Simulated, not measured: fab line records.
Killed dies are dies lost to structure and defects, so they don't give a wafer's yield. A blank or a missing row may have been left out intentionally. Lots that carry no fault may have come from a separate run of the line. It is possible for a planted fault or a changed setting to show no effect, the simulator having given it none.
Which of the tools did it? :: flow ritCmos :: 7 lots (21 wafers sampled), 1 step of a 202-step route

== WHAT THE GAUGES READ, wafer by wafer ==
RIT_FOX2_THK_MEAS_01.
lot: L462
measured: day 2 09:49
on: filmMetro-02
FOX2_OXIDE_THK (nm): 358 351 350

lot: L465
measured: day 3 01:52
on: filmMetro-02
FOX2_OXIDE_THK (nm): 354 351 356

lot: L469
measured: day 3 22:24
on: filmMetro-02
FOX2_OXIDE_THK (nm): 340 341 342

lot: L471
measured: day 4 06:19
on: filmMetro-02
FOX2_OXIDE_THK (nm): 356 359 360

lot: L475
measured: day 5 03:10
on: filmMetro-02
FOX2_OXIDE_THK (nm): 356 356 349

lot: L477
measured: day 5 13:58
on: filmMetro-02
FOX2_OXIDE_THK (nm): 346 340 342

lot: L479
measured: day 5 23:11
on: filmMetro-01
FOX2_OXIDE_THK (nm): 345 346 346

== EACH LOT AND THE TOOL THAT RAN IT (in order: tool; ch and the chambers of the sampled wafers; start) ==
Record: no process step prior to these readings.

== THE ANSWER, worked out from the rows above alone ==
Rule: what is usual is taken from the lots themselves. The widest of any qualifying gaps counts: lots, ordered by their means at a reading, are off when they make up no more than a third of the lots, leave a main group of 4 or more, and stand apart from it by 3 or more times the standard deviation of that group's means. If all means in a main group match to the digits the tables above print for the reading, that group is not used. A lot without any number at a reading at which 4 lots or more have one is off too. The other lots that the step has rows for count as sound.
None of the lots is off at any reading shown; this tells nothing.

== WHAT WAS PUT IN BY THE SIMULATOR ==
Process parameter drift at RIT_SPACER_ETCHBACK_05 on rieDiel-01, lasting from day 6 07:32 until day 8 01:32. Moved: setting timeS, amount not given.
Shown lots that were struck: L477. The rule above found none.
